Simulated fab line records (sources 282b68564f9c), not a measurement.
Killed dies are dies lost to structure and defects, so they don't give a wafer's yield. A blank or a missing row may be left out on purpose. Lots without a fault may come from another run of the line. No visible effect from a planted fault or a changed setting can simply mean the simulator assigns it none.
fab line records + flow rit_cmos
record
- lots=7
- wafers=21
- last_day=7
route steps=202 shown SDANNEAL@153 PSD@157 NSD@158 PLDD@159 NLDD@160 SILICIDE@161 M1@202
lots that met no fault: taken from a fault-free run of the same line
start_h: start of the lot's first displayed wafer, in hours after the record's first day + wait_h: how many hours have passed since the lot's step before this one + " the same as in the row above + L1.1+2: several wafers, shown together as one row + - no value, or no start given + * or withheld: withheld + < > ~ a bound
route shown NAME@n: a module of which the file shows steps, and the number in the route of the first + usual: average and standard deviation across the fault-free wafers + same: alike in all rows + chamber/n: place in a boat + sites: the reading at each site + _std_site: standard deviation of those values + _edge_site: outer sites' mean less inner sites' + radius_mm: for every site, how far away it sits from the centre of the wafer + mask NAME#n: copy n + behind: the tool/chamber that last shaped the wafer + hold: why the lot went on hold/how many hours it stayed there/how the hold came to an end + device: transistor that didn't switch, given as n, p or np + end of line: at the end of the route, the tests of the same wafers + step lacking rows: just its recipe + killed: count of dies lost to structure and defects at first sort (not the wafer's yield) + map: a wafer's dies, marking killed ones x, the rest . and places with no die _
set.NAME: the setting the step ran with; set.NAME@STEP: the setting that earlier step ran with + model.NAME: the simulator's own value behind a step, which no gauge read
lots at selected steps of the route; one table per step, one row per wafer
services: when a tool's chamber went out of use (start_h, in hours from the record's first day, below 0 if earlier), for how many hours, and the reason
## steps
# step RIT_SDANNEAL_CLEAN_00
# recipe
- chemistry=SC1
- mix=3:3:50
- time_s=600
- temp_c=75
# step RIT_SDANNEAL_CLEAN_01
# recipe
- chemistry=dHF
- dilution=50:1
- time_s=30
# step RIT_SDANNEAL_CLEAN_02
# recipe
- chemistry=SC2
- mix=3:3:50
- time_s=600
- temp_c=75
- dry=n2_spin
# step RIT_SDANNEAL_RTA_03
# recipe
- temp_c=1050
- time_s=5
- idle_temp_c=600
- ramp_up_c_per_s=342
- ramp_down_c_per_s=171
- cool_to_c=600
- ambient=N2
# usual
- wafer_temp_C_max=1053.4/1.1
| lot.wafer | tool          | chamber | start_h | wait_h | wafer_temp_C_max |
|-----------|---------------|---------|---------|--------|------------------|
| L994.3    | rtp_anneal-02 | 0       | 59.35   | 0.0    | 1052.0           |
| L994.5    | "             | 0       | "       | "      | 1053.8           |
| L994.6    | "             | 0       | "       | "      | 1052.2           |
| L996.1    | rtp_anneal-02 | 0       | 67.26   | 0.0    | 1052.8           |
| L996.2    | "             | 0       | "       | "      | 1052.0           |
| L996.3    | "             | 0       | "       | "      | 1053.7           |
| L100.3    | rtp_anneal-02 | 0       | 93.33   | 0.0    | 1054.0           |
| L100.4    | "             | 0       | "       | "      | 1052.4           |
| L100.6    | "             | 0       | "       | "      | 1052.9           |
| L102.2    | rtp_anneal-01 | 0       | 103.33  | 0.0    | 1055.7           |
| L102.3    | "             | 0       | "       | "      | 1054.3           |
| L102.4    | "             | 0       | "       | "      | 1053.1           |
| L103.2    | rtp_anneal-02 | 0       | 103.67  | 0.0    | 1053.7           |
| L103.3    | "             | 0       | "       | "      | 1051.6           |
| L103.5    | "             | 0       | "       | "      | 1053.3           |
| L113.1    | rtp_anneal-02 | 0       | 164.55  | 0.0    | 1053.4           |
| L113.3    | "             | 0       | "       | "      | 1053.3           |
| L113.4    | "             | 0       | "       | "      | 1053.0           |
| L114.1    | rtp_anneal-01 | 0       | 166.24  | 0.0    | 1053.7           |
| L114.3    | "             | 0       | "       | "      | 1052.4           |
| L114.5    | "             | 0       | "       | "      | 1053.4           |
# step RIT_SDANNEAL_RS_MEAS_04
# recipe
- thk_meas_gauge=four-point-probe
# usual
- PSD_RS=116.5/0.31
| lot.wafer | tool          | chamber | start_h | wait_h | PSD_RS[ohm/sq] |
|-----------|---------------|---------|---------|--------|----------------|
| L994.3    | film_metro-02 | -       | 59.43   | 0.1    | 116.7          |
| L994.5    | "             | -       | "       | "      | 116.2          |
| L994.6    | "             | -       | "       | "      | 116.2          |
| L996.1    | film_metro-04 | -       | 67.32   | 0.0    | 116.2          |
| L996.2    | "             | -       | "       | "      | 115.9          |
| L996.3    | "             | -       | "       | "      | 115.8          |
| L100.3    | film_metro-01 | -       | 93.41   | 0.1    | 116.6          |
| L100.4    | "             | -       | "       | "      | 116.7          |
| L100.6    | "             | -       | "       | "      | 116.7          |
| L102.2    | film_metro-01 | -       | 103.39  | 0.1    | 117.1          |
| L102.3    | "             | -       | "       | "      | 116.7          |
| L102.4    | "             | -       | "       | "      | 117.1          |
| L103.2    | film_metro-02 | -       | 103.74  | 0.1    | 116.2          |
| L103.3    | "             | -       | "       | "      | 116.4          |
| L103.5    | "             | -       | "       | "      | 116.3          |
| L113.1    | film_metro-04 | -       | 164.61  | 0.0    | 116.6          |
| L113.3    | "             | -       | "       | "      | 116.3          |
| L113.4    | "             | -       | "       | "      | 116.3          |
| L114.1    | film_metro-04 | -       | 166.30  | 0.0    | 116.0          |
| L114.3    | "             | -       | "       | "      | 116.0          |
| L114.5    | "             | -       | "       | "      | 116.4          |
# step RIT_SDANNEAL_RS_MEAS_05
# recipe
- thk_meas_gauge=four-point-probe
# usual
- NSD_RS=84.58/0.3
| lot.wafer | tool          | chamber | start_h | wait_h | NSD_RS[ohm/sq] |
|-----------|---------------|---------|---------|--------|----------------|
| L994.3    | film_metro-02 | -       | 59.55   | 0.1    | 84.35          |
| L994.5    | "             | -       | "       | "      | 84.48          |
| L994.6    | "             | -       | "       | "      | 84.56          |
| L996.1    | film_metro-04 | -       | 67.44   | 0.1    | 84.09          |
| L996.2    | "             | -       | "       | "      | 84.38          |
| L996.3    | "             | -       | "       | "      | 83.94          |
| L100.3    | film_metro-01 | -       | 93.53   | 0.1    | 84.65          |
| L100.4    | "             | -       | "       | "      | 84.52          |
| L100.6    | "             | -       | "       | "      | 84.51          |
| L102.2    | film_metro-01 | -       | 103.51  | 0.1    | 84.86          |
| L102.3    | "             | -       | "       | "      | 84.70          |
| L102.4    | "             | -       | "       | "      | 84.72          |
| L103.2    | film_metro-02 | -       | 103.86  | 0.1    | 84.18          |
| L103.3    | "             | -       | "       | "      | 84.44          |
| L103.5    | "             | -       | "       | "      | 84.23          |
| L113.1    | film_metro-04 | -       | 164.73  | 0.1    | 84.50          |
| L113.3    | "             | -       | "       | "      | 84.40          |
| L113.4    | "             | -       | "       | "      | 84.27          |
| L114.1    | film_metro-04 | -       | 166.42  | 0.1    | 84.44          |
| L114.3    | "             | -       | "       | "      | 84.86          |
| L114.5    | "             | -       | "       | "      | 84.41          |
# step RIT_SDANNEAL_RS_MEAS_06
# recipe
- thk_meas_gauge=four-point-probe
# usual
- PLDD_RS=178.8/0.52
| lot.wafer | tool          | chamber | start_h | wait_h | PLDD_RS[ohm/sq] |
|-----------|---------------|---------|---------|--------|-----------------|
| L994.3    | film_metro-02 | -       | 59.67   | 0.1    | 179.0           |
| L994.5    | "             | -       | "       | "      | 178.4           |
| L994.6    | "             | -       | "       | "      | 178.8           |
| L996.1    | film_metro-04 | -       | 67.56   | 0.1    | 178.3           |
| L996.2    | "             | -       | "       | "      | 178.4           |
| L996.3    | "             | -       | "       | "      | 177.6           |
| L100.3    | film_metro-01 | -       | 93.65   | 0.1    | 179.0           |
| L100.4    | "             | -       | "       | "      | 178.8           |
| L100.6    | "             | -       | "       | "      | 178.5           |
| L102.2    | film_metro-01 | -       | 103.63  | 0.1    | 179.4           |
| L102.3    | "             | -       | "       | "      | 179.4           |
| L102.4    | "             | -       | "       | "      | 179.7           |
| L103.2    | film_metro-02 | -       | 103.98  | 0.1    | 178.9           |
| L103.3    | "             | -       | "       | "      | 179.0           |
| L103.5    | "             | -       | "       | "      | 178.4           |
| L113.1    | film_metro-04 | -       | 164.85  | 0.1    | 178.0           |
| L113.3    | "             | -       | "       | "      | 178.3           |
| L113.4    | "             | -       | "       | "      | 178.0           |
| L114.1    | film_metro-04 | -       | 166.54  | 0.1    | 178.1           |
| L114.3    | "             | -       | "       | "      | 177.8           |
| L114.5    | "             | -       | "       | "      | 178.6           |
# step RIT_SDANNEAL_RS_MEAS_07
# recipe
- thk_meas_gauge=four-point-probe
# usual
- NLDD_RS=151.7/0.69
| lot.wafer | tool          | chamber | start_h | wait_h | NLDD_RS[ohm/sq] |
|-----------|---------------|---------|---------|--------|-----------------|
| L994.3    | film_metro-02 | -       | 59.79   | 0.1    | 152.0           |
| L994.5    | "             | -       | "       | "      | 151.4           |
| L994.6    | "             | -       | "       | "      | 151.8           |
| L996.1    | film_metro-04 | -       | 67.68   | 0.1    | 150.6           |
| L996.2    | "             | -       | "       | "      | 151.0           |
| L996.3    | "             | -       | "       | "      | 150.6           |
| L100.3    | film_metro-01 | -       | 93.77   | 0.1    | 152.4           |
| L100.4    | "             | -       | "       | "      | 151.9           |
| L100.6    | "             | -       | "       | "      | 152.1           |
| L102.2    | film_metro-01 | -       | 103.75  | 0.1    | 152.9           |
| L102.3    | "             | -       | "       | "      | 152.8           |
| L102.4    | "             | -       | "       | "      | 152.5           |
| L103.2    | film_metro-02 | -       | 104.10  | 0.1    | 151.4           |
| L103.3    | "             | -       | "       | "      | 151.6           |
| L103.5    | "             | -       | "       | "      | 151.8           |
| L113.1    | film_metro-04 | -       | 164.97  | 0.1    | 150.6           |
| L113.3    | "             | -       | "       | "      | 150.4           |
| L113.4    | "             | -       | "       | "      | 150.5           |
| L114.1    | film_metro-04 | -       | 166.66  | 0.1    | 151.2           |
| L114.3    | "             | -       | "       | "      | 150.6           |
| L114.5    | "             | -       | "       | "      | 150.8           |
# step RIT_SILICIDE_WET_ETCH_00
# recipe
- chemistry=BOE
- target=SiO2
- target_depth_nm=14
- time_s=15
- dry=n2_spin
- dilution=10:1
- temp_c=21.5
# step RIT_SILICIDE_SPUTTER_01
# recipe
- material=Ti
- target_thk_nm=30
- power_w=339.7
- chamber_pressure_pa=0.667
- gas=Ar
- time_s=240
- substrate_temp_c=25
# usual
- throttle_valve_pct=29.5/1.1
| lot.wafer | tool           | chamber | start_h | wait_h | throttle_valve_pct |
|-----------|----------------|---------|---------|--------|--------------------|
| L994.3    | pvd_sputter-03 | -       | 59.88   | 0.0    | 28.7               |
| L994.5    | "              | -       | "       | "      | 28.6               |
| L994.6    | "              | -       | "       | "      | 30.5               |
| L996.1    | pvd_sputter-03 | -       | 67.81   | 0.0    | 28.5               |
| L996.2    | "              | -       | "       | "      | 28.5               |
| L996.3    | "              | -       | "       | "      | 30.4               |
| L100.3    | pvd_sputter-03 | -       | 93.86   | 0.0    | 27.8               |
| L100.4    | "              | -       | "       | "      | 30.5               |
| L100.6    | "              | -       | "       | "      | 28.7               |
| L102.2    | pvd_sputter-03 | -       | 103.87  | 0.0    | 28.5               |
| L102.3    | "              | -       | "       | "      | 27.9               |
| L102.4    | "              | -       | "       | "      | 30.3               |
| L103.2    | pvd_sputter-04 | -       | 104.22  | 0.0    | 31.9               |
| L103.3    | "              | -       | "       | "      | 29.3               |
| L103.5    | "              | -       | "       | "      | 29.5               |
| L113.1    | pvd_sputter-03 | -       | 165.11  | 0.0    | 30.4               |
| L113.3    | "              | -       | "       | "      | 28.7               |
| L113.4    | "              | -       | "       | "      | 28.0               |
| L114.1    | pvd_sputter-04 | -       | 166.79  | 0.0    | 29.8               |
| L114.3    | "              | -       | "       | "      | 29.1               |
| L114.5    | "              | -       | "       | "      | 31.8               |
# step RIT_SILICIDE_RS_MEAS_02
# recipe
- thk_meas_gauge=four-point-probe
- reads=Ti_of_SILICIDE_SPUTTER_01
# usual
- SILICIDE_TI_RS=50.1/0.67
| lot.wafer | tool          | chamber | start_h | wait_h | SILICIDE_TI_RS[ohm/sq] |
|-----------|---------------|---------|---------|--------|------------------------|
| L994.3    | film_metro-02 | -       | 60.07   | 0.1    | 50.4                   |
| L994.5    | "             | -       | "       | "      | 50.3                   |
| L994.6    | "             | -       | "       | "      | 50.4                   |
| L996.1    | film_metro-02 | -       | 67.96   | 0.1    | 50.7                   |
| L996.2    | "             | -       | "       | "      | 49.3                   |
| L996.3    | "             | -       | "       | "      | 50.9                   |
| L100.3    | film_metro-02 | -       | 94.05   | 0.1    | 49.9                   |
| L100.4    | "             | -       | "       | "      | 50.3                   |
| L100.6    | "             | -       | "       | "      | 49.3                   |
| L102.2    | film_metro-01 | -       | 104.17  | 0.2    | 49.7                   |
| L102.3    | "             | -       | "       | "      | 51.1                   |
| L102.4    | "             | -       | "       | "      | 51.3                   |
| L103.2    | film_metro-01 | -       | 104.39  | 0.1    | 49.2                   |
| L103.3    | "             | -       | "       | "      | 50.1                   |
| L103.5    | "             | -       | "       | "      | 49.8                   |
| L113.1    | film_metro-02 | -       | 165.26  | 0.1    | 49.5                   |
| L113.3    | "             | -       | "       | "      | 49.2                   |
| L113.4    | "             | -       | "       | "      | 49.9                   |
| L114.1    | film_metro-01 | -       | 166.94  | 0.1    | 51.0                   |
| L114.3    | "             | -       | "       | "      | 49.6                   |
| L114.5    | "             | -       | "       | "      | 49.7                   |
# step RIT_SILICIDE_THK_MEAS_03
# recipe
- thk_meas_gauge=xrf
- reads=Ti_of_SILICIDE_SPUTTER_01
# usual
- SILICIDE_TI_THK=28.2/0.33
| lot.wafer | tool          | chamber | start_h | wait_h | SILICIDE_TI_THK[nm] |
|-----------|---------------|---------|---------|--------|---------------------|
| L994.3    | film_metro-02 | -       | 60.17   | 0.1    | 28.1                |
| L994.5    | "             | -       | "       | "      | 28.0                |
| L994.6    | "             | -       | "       | "      | 28.0                |
| L996.1    | film_metro-02 | -       | 68.08   | 0.1    | 27.9                |
| L996.2    | "             | -       | "       | "      | 28.5                |
| L996.3    | "             | -       | "       | "      | 27.8                |
| L100.3    | film_metro-02 | -       | 94.15   | 0.1    | 28.2                |
| L100.4    | "             | -       | "       | "      | 27.8                |
| L100.6    | "             | -       | "       | "      | 28.5                |
| L102.2    | film_metro-01 | -       | 104.28  | 0.1    | 28.6                |
| L102.3    | "             | -       | "       | "      | 28.2                |
| L102.4    | "             | -       | "       | "      | 28.1                |
| L103.2    | film_metro-01 | -       | 104.50  | 0.1    | 28.8                |
| L103.3    | "             | -       | "       | "      | 28.3                |
| L103.5    | "             | -       | "       | "      | 28.6                |
| L113.1    | film_metro-02 | -       | 165.38  | 0.1    | 28.2                |
| L113.3    | "             | -       | "       | "      | 28.4                |
| L113.4    | "             | -       | "       | "      | 28.2                |
| L114.1    | film_metro-01 | -       | 167.06  | 0.1    | 28.0                |
| L114.3    | "             | -       | "       | "      | 28.5                |
| L114.5    | "             | -       | "       | "      | 28.4                |
# step RIT_SILICIDE_RTA_04
# recipe
- temp_c=650
- time_s=10
- idle_temp_c=25
- ramp_up_s=5
- ramp_down_s=5
- cool_to_c=25
- ambient=N2
# usual
- wafer_temp_C_max=652.9/0.7
| lot.wafer | tool          | chamber | start_h | wait_h | wafer_temp_C_max |
|-----------|---------------|---------|---------|--------|------------------|
| L994.3    | rtp_anneal-01 | 0       | 60.23   | 0.1    | 653.2            |
| L994.5    | "             | 0       | "       | "      | 652.8            |
| L994.6    | "             | 0       | "       | "      | 653.3            |
| L996.1    | rtp_anneal-01 | 0       | 68.14   | 0.1    | 653.3            |
| L996.2    | "             | 0       | "       | "      | 655.4            |
| L996.3    | "             | 0       | "       | "      | 652.8            |
| L100.3    | rtp_anneal-01 | 0       | 94.21   | 0.1    | 653.2            |
| L100.4    | "             | 0       | "       | "      | 652.4            |
| L100.6    | "             | 0       | "       | "      | 652.5            |
| L100.3    | rtp_anneal-01 | 0       | 94.45   | 0.2    | 653.4            |
| L100.4    | "             | 0       | "       | "      | 652.7            |
| L100.6    | "             | 0       | "       | "      | 653.8            |
| L102.2    | rtp_anneal-01 | 0       | 104.35  | 0.1    | 652.8            |
| L102.3    | "             | 0       | "       | "      | 654.6            |
| L102.4    | "             | 0       | "       | "      | 652.5            |
| L102.2    | rtp_anneal-01 | 0       | 104.62  | 0.3    | 653.2            |
| L102.3    | "             | 0       | "       | "      | 653.8            |
| L102.4    | "             | 0       | "       | "      | 652.9            |
| L103.2    | rtp_anneal-01 | 0       | 104.56  | 0.1    | 652.7            |
| L103.3    | "             | 0       | "       | "      | 652.7            |
| L103.5    | "             | 0       | "       | "      | 654.8            |
| L103.2    | rtp_anneal-01 | 0       | 104.79  | 0.2    | 652.4            |
| L103.3    | "             | 0       | "       | "      | 652.6            |
| L103.5    | "             | 0       | "       | "      | 654.7            |
| L113.1    | rtp_anneal-01 | 0       | 165.44  | 0.1    | 653.7            |
| L113.3    | "             | 0       | "       | "      | 653.9            |
| L113.4    | "             | 0       | "       | "      | 653.4            |
| L114.1    | rtp_anneal-02 | 0       | 167.12  | 0.1    | 652.6            |
| L114.3    | "             | 0       | "       | "      | 652.0            |
| L114.5    | "             | 0       | "       | "      | 652.5            |
# step RIT_SILICIDE_WET_ETCH_05
# recipe
- chemistry=SPM
- target=Ti
- temp_c=90
- time_s=120
- dry=n2_spin
# step RIT_M1_PROBE_99
# usual
- killed_at_contacts=0.1/0.23
- killed_at_front_end=6.6/2.9
- killed_dies=6.7/3
- killed_open=3.5/2.1
- killed_short=3.2/1.8
# same
- gross_dies=264
- killed_at_M0_to_M3=0
- killed_at_M4_up=0
- killed_at_back_side=0
- killed_at_other=0
| lot.wafer | tool      | chamber | start_h | wait_h | killed_at_contacts | killed_at_front_end | killed_dies | killed_open | killed_short |
|-----------|-----------|---------|---------|--------|--------------------|---------------------|-------------|-------------|--------------|
| L994.3    | prober-01 | -       | 66.99   | 0.2    | 0                  | 12                  | 12          | 3           | 9            |
| L994.5    | prober-01 | -       | 67.09   | 0.2    | 0                  | 4                   | 4           | 1           | 3            |
| L994.6    | prober-01 | -       | 67.14   | 0.2    | 0                  | 3                   | 3           | 2           | 1            |
| L996.1    | prober-01 | -       | 74.73   | 0.1    | 0                  | 3                   | 3           | 1           | 2            |
| L996.2    | prober-01 | -       | 74.78   | 0.1    | 0                  | 7                   | 7           | 4           | 3            |
| L996.3    | prober-01 | -       | 74.83   | 0.2    | 0                  | 4                   | 4           | 2           | 2            |
| L100.3    | prober-02 | -       | 100.95  | 0.2    | 0                  | 10                  | 10          | 7           | 3            |
| L100.4    | prober-02 | -       | 101.00  | 0.2    | 1                  | 8                   | 9           | 4           | 5            |
| L100.6    | prober-02 | -       | 101.10  | 0.2    | 0                  | 10                  | 10          | 5           | 5            |
| L102.2    | prober-01 | -       | 112.31  | 0.1    | 0                  | 5                   | 5           | 3           | 2            |
| L102.3    | prober-01 | -       | 112.36  | 0.2    | 0                  | 8                   | 8           | 5           | 3            |
| L102.4    | prober-01 | -       | 112.41  | 0.2    | 0                  | 9                   | 9           | 6           | 3            |
| L103.2    | prober-02 | -       | 112.56  | 0.1    | 0                  | 5                   | 5           | 2           | 3            |
| L103.3    | prober-02 | -       | 112.61  | 0.2    | 0                  | 7                   | 7           | 3           | 4            |
| L103.5    | prober-02 | -       | 112.71  | 0.2    | 0                  | 9                   | 9           | 4           | 5            |
| L113.1    | prober-01 | -       | 172.66  | 0.1    | 0                  | 6                   | 6           | 2           | 4            |
| L113.3    | prober-01 | -       | 172.76  | 0.2    | 0                  | 6                   | 6           | 3           | 3            |
| L113.4    | prober-01 | -       | 172.81  | 0.2    | 0                  | 0                   | 0           | 0           | 0            |
| L114.1    | prober-01 | -       | 174.16  | 0.1    | 0                  | 7                   | 7           | 4           | 3            |
| L114.3    | prober-01 | -       | 174.26  | 0.2    | 0                  | 5                   | 5           | 1           | 4            |
| L114.5    | prober-01 | -       | 174.36  | 0.2    | 0                  | 4                   | 4           | 4           | 0            |
# killed by level:class
L994.3 GATE:geometric_particle:short=5 GATE:geometric_particle:open=3 SILICIDE:geometric_particle:short=3 SPACER:geometric_particle:short=1
L994.5 REOX:geometric_particle:short=2 GATE:geometric_particle:short=1 SPACER:geometric_particle:open=1
L994.6 FOX1:geometric_particle:open=1 GATE:geometric_particle:open=1 SILICIDE:geometric_particle:short=1
L996.1 GATE:geometric_particle:short=1 GATE:geometric_particle:open=1 SILICIDE:geometric_particle:short=1
L996.2 SILICIDE:geometric_particle:open=3 SILICIDE:geometric_particle:short=2 GATE:geometric_particle:open=1 SPACER:geometric_particle:short=1
L996.3 FOX1:geometric_particle:short=1 FOX1:geometric_particle:open=1 SILICIDE:geometric_particle:short=1 SILICIDE:geometric_particle:open=1
L100.3 REOX:geometric_particle:open=3 GATE:geometric_particle:short=2 SILICIDE:geometric_particle:open=2 FOX2:geometric_particle:open=1 REOX:geometric_particle:short=1 SPACER:geometric_particle:open=1
L100.4 FOX1:geometric_particle:open=2 SILICIDE:geometric_particle:short=2 FOX1:geometric_particle:short=1 FOX2:geometric_particle:short=1 GATE:geometric_particle:open=1 REOX:geometric_particle:open=1 CONTACT:geometric_particle:short=1
L100.6 REOX:geometric_particle:open=2 REOX:geometric_particle:short=2 FOX1:geometric_particle:short=1 FOX2:geometric_particle:open=1 GATE:geometric_particle:open=1 GATE:geometric_particle:short=1 SPACER:geometric_particle:open=1 SILICIDE:geometric_particle:short=1
L102.2 GATE:geometric_particle:open=2 REOX:geometric_particle:short=1 SPACER:geometric_particle:open=1 SPACER:geometric_particle:short=1
L102.3 FOX1:geometric_particle:open=2 GATE:geometric_particle:open=2 FOX1:geometric_particle:short=1 GATE:geometric_particle:short=1 REOX:geometric_particle:short=1 REOX:geometric_particle:open=1
L102.4 FOX1:geometric_particle:open=3 GATE:geometric_particle:open=2 GATE:geometric_particle:short=1 REOX:geometric_particle:short=1 SPACER:geometric_particle:short=1 SPACER:geometric_particle:open=1
L103.2 SPACER:geometric_particle:short=2 FOX1:geometric_particle:open=1 FOX2:geometric_particle:open=1 GATE:geometric_particle:short=1
L103.3 FOX1:geometric_particle:short=1 FOX2:geometric_particle:short=1 GATE:geometric_particle:open=1 REOX:geometric_particle:short=1 SPACER:geometric_particle:short=1 SPACER:geometric_particle:open=1 SILICIDE:geometric_particle:open=1
L103.5 GATE:geometric_particle:open=3 GATE:geometric_particle:short=2 FOX1:geometric_particle:short=1 FOX2:geometric_particle:short=1 REOX:geometric_particle:open=1 SPACER:geometric_particle:short=1
L113.1 FOX1:geometric_particle:open=2 FOX1:geometric_particle:short=2 REOX:geometric_particle:short=2
L113.3 FOX1:geometric_particle:short=2 FOX1:geometric_particle:open=1 GATE:geometric_particle:open=1 REOX:geometric_particle:open=1 SILICIDE:geometric_particle:short=1
L114.1 GATE:geometric_particle:open=4 GATE:geometric_particle:short=3
L114.3 FOX2:geometric_particle:short=1 GATE:geometric_particle:short=1 SPACER:geometric_particle:short=1 SPACER:geometric_particle:open=1 SILICIDE:geometric_particle:short=1
L114.5 FOX2:geometric_particle:open=1 GATE:geometric_particle:open=1 SPACER:geometric_particle:open=1 SILICIDE:geometric_particle:open=1
## services
| tool          | chamber | start_h | hours | kind |
|---------------|---------|---------|-------|------|
| rtp_anneal-01 | -       | 96.00   | 3.4   | pm   |
## key
first_sign
- step=RIT_SILICIDE_RTA_04
- reading=visit
- direction=added
effect none on later readings
met_at RIT_SILICIDE_RTA_04
struck_wafers L100.3,L100.4,L100.6,L102.2,L102.3,L102.4,L103.2,L103.3,L103.5
tester_left_out L100,L102,L103
fault
- kind=repeated_step_whole
- tool=rtp_anneal-01,rtp_anneal-02
- chamber=-
- onset_h=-
- steps=RIT_SILICIDE_RTA_04
- times=1
- scope=struck_lots_only
# tester_left_out: of these lots the tester's yield and bins aren't shown, on N5 and GAA mostly nor the transistor test; their killed dies are dies lost to structure and defects alone, not to doping, threshold or leakage, so they don't give the yield
